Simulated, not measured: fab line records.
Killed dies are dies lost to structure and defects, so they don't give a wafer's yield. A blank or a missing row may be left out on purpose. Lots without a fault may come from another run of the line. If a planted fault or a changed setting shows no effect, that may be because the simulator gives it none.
Chamber matching	flow berkeley_cmos170	UCB170_ACTIVE_ETCH_15 on rie_diel-02 has 4 sister chambers
The step etches Si3N4 in CH3F/Ar/O2, stops on SiO2, target depth 242 nm, time 151 s. 4 wafers are shown with their chamber, then 7 later ones without.

WAFERS, EACH WITH ITS CHAMBER
wafer	chamber	throttle_valve_pct (%)
L906.1	3	8.29
L906.6	1	8.22
L907.3	2	7.97
L907.4	0	8.04

WAFERS WHOSE CHAMBER IS MISSING
wafer	throttle_valve_pct (%)
L907.6	7.95
L919.2	8.02
L919.3	8.28
L919.5	8.22
L921.1	8.04
L921.3	8.22
L921.4	7.93

WHICH CHAMBER EACH ONE RAN IN
wafer	from the rows above	in truth
L907.6	2	2
L919.2	can't be placed: 0 or 2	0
L919.3	3	3
L919.5	1	1
L921.1	0	0
L921.3	1	1
L921.4	2	2
Correctly placed: 6 of 7. These rows do not allow placing 1 (true chamber among the candidates in 1). 0 placed wrongly.
How it was worked out, from the rows above alone: a wafer's distance from a chamber is the root of the sum, over the readings, of the square of ((its reading less the chamber's mean) divided by the reading's scatter). The wafer belongs to the nearest chamber; if the next one is less than 2 further off, it can't be placed. The mean given for a chamber averages the wafers shown for that chamber. The scatter: with one shown wafer a chamber, the root of the mean of the squares of how far each hidden wafer lies from its nearest shown one.
